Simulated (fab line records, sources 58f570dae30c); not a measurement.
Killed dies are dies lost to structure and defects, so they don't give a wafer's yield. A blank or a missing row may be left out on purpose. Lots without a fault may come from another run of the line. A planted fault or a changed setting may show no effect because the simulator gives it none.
Which tool did it? | flow berkeley_cmos170 | 15 lots, 45 wafers sampled, at 4 steps of a route of 331

WHAT THE GAUGES READ, wafer by wafer
UCB170_START_THK_MEAS_03. Usual: START_OXIDE_THK 20.0 nm, standard deviation 0.45.
lot  | measured    | on            | START_OXIDE_THK (nm) | flag
L217 | day 1 17:04 | film_metro-03 | 20.2 20.2 20.1       |
L216 | day 1 17:04 | film_metro-02 | 19.8 20.2 19.8       |
L218 | day 2 01:22 | film_metro-02 | 20.2 20.0 20.1       |
L219 | day 2 05:31 | film_metro-03 | 20.1 20.7 20.3       |
L220 | day 2 09:17 | film_metro-02 | 19.8 19.9 19.9       |
L221 | day 2 17:37 | film_metro-04 | 19.4 19.8 19.8       |
L223 | day 3 00:44 | film_metro-04 | 20.0 20.3 20.1       |
L224 | day 3 08:30 | film_metro-02 | 19.1 19.2 18.9       |
L226 | day 3 19:51 | film_metro-03 | 19.8 19.7 19.6       |
L227 | day 3 19:52 | film_metro-04 | 19.5 19.6 19.9       |
L233 | day 5 06:33 | film_metro-03 | 20.4 20.7 20.7       |
L234 | day 5 06:34 | film_metro-02 | 20.5 20.8 20.5       |
L235 | day 5 15:08 | film_metro-03 | 21.1 21.3 21.0       |
L236 | day 5 20:14 | film_metro-02 | 19.7 19.8 19.2       |
L239 | day 6 11:43 | film_metro-04 | 19.4 19.5 19.4       |

UCB170_PWELL_THK_MEAS_03. Usual: PWELL_OXIDE_THK 26.1 nm, standard deviation 0.51.
lot  | measured    | on            | PWELL_OXIDE_THK (nm) | flag
L217 | day 2 19:25 | film_metro-03 | 25.8 25.8 25.8       |
L216 | day 2 19:25 | film_metro-04 | 25.7 25.9 26.3       |
L218 | day 3 09:42 | film_metro-04 | 26.1 26.3 26.2       |
L219 | day 3 15:31 | film_metro-03 | 25.4 25.7 25.8       |
L220 | day 3 15:35 | film_metro-04 | 25.5 25.6 26.3       |
L221 | day 4 01:53 | film_metro-01 | 26.3 26.9 27.0       |
L223 | day 4 11:54 | film_metro-01 | 26.0 26.3 26.0       |
L224 | day 4 11:52 | film_metro-03 | 26.9 26.3 26.3       |
L226 | day 5 09:04 | film_metro-01 | 25.6 26.0 25.9       |
L227 | day 5 09:01 | film_metro-01 | 26.8 26.6 26.1       |
L233 | day 6 12:59 | film_metro-03 | 26.2 26.2 26.4       |
L234 | day 6 13:00 | film_metro-04 | 26.6 26.8 26.9       |
L235 | day 6 22:08 | film_metro-04 | 25.1 25.4 25.2       |
L236 | day 7 07:26 | film_metro-04 | 25.5 25.1 25.1       |
L239 | day 7 19:43 | film_metro-04 | 24.8 25.2 25.2       |

UCB170_PVT_TW_MEAS_09. Usual: PVT_TW 507, standard deviation 3.8.
lot  | measured     | on            | PVT_TW      | flag
L217 | day 6 18:31  | film_metro-01 | 511 513 512 |
L216 | day 6 18:09  | film_metro-01 | 510 514 508 |
L218 | day 7 05:05  | film_metro-04 | 511 514 514 |
L219 | day 7 04:38  | film_metro-01 | 509 507 506 |
L220 | day 7 04:56  | film_metro-01 | 509 509 507 |
L221 | day 7 20:47  | film_metro-01 | 508 507 508 |
L223 | day 8 02:50  | film_metro-01 | 31 31 31    | OFF
L224 | day 8 02:11  | film_metro-04 | 504 503 502 |
L226 | day 8 14:58  | film_metro-01 | 31 31 31    | OFF
L227 | day 8 14:42  | film_metro-04 | 30 31 30    | OFF
L233 | day 10 00:40 | film_metro-03 | 508 504 507 |
L234 | day 10 00:39 | film_metro-04 | 499 500 501 |
L235 | day 10 07:16 | film_metro-01 | 509 509 509 |
L236 | day 10 22:32 | film_metro-04 | 503 499 502 |
L239 | day 11 03:16 | film_metro-03 | 508 508 507 |

WHICH TOOL RAN EACH LOT (tool, then ch and the chambers of the sampled wafers, then the start)
lot  | UCB170_PVT_DEVELOP_05
L217 | litho_track-01 ch 0, day 6 18:00
L216 | litho_track-02 ch 0, day 6 17:00
L218 | litho_track-02 ch 0, day 7 04:00
L219 | litho_track-04 ch 0, day 7 04:00
L220 | litho_track-01 ch 0, day 7 04:00
L221 | litho_track-01 ch 0, day 7 20:00
L223 | litho_track-01 ch 0, day 8 02:00
L224 | litho_track-02 ch 0, day 8 01:00
L226 | litho_track-01 ch 0, day 8 14:00
L227 | litho_track-01 ch 0, day 8 14:00
L233 | litho_track-02 ch 0, day 10 00:00
L234 | litho_track-04 ch 0, day 10 00:00
L235 | litho_track-02 ch 0, day 10 06:00
L236 | litho_track-02 ch 0, day 10 22:00
L239 | litho_track-04 ch 0, day 11 02:00
- UCB170_PVT_DEVELOP_05: develop time 45 s.

WHAT THE TOOLS THEMSELVES READ (means of the sampled wafers that have a number; where no wafer has one, the mark that the record gives instead)
The record holds no such reading with a usual standard deviation.

THE ANSWER, worked out from the rows above alone
Rule: a lot is off if the mean of its wafers that have a number lies more than 3 standard deviations from the usual mean. A lot without any number at a reading at which 4 lots or more have one is off too. The other lots that the step has rows for count as sound. The gauges are gone through in route order, then the tools' own readings, and for those a lot's mean is taken as printed above. The first step at which some lot is off is used, and at that step the reading that is off furthest; a lot without a number counts as furthest.
Off: L223, L226, L227, at UCB170_PVT_TW_MEAS_09 (PVT_TW).
A tool fits if, at a process step before that reading, it ran every lot that is off, and no sound lot after the first of them. The gauges at UCB170_PVT_TW_MEAS_09 are tried like those tools. One fits: litho_track-01 at UCB170_PVT_DEVELOP_05. Its last sound lot is L221 (day 7 20:00), its first lot that is off L223 (day 8 02:00): a fault that began between those two fits.

WHAT THE SIMULATOR HAD PUT IN
Process parameter drift: litho_track-01, from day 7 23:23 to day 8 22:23, at UCB170_PVT_DEVELOP_05. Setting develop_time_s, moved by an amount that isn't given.
Lots struck among those shown: L223, L226, L227. The rule above found the same.
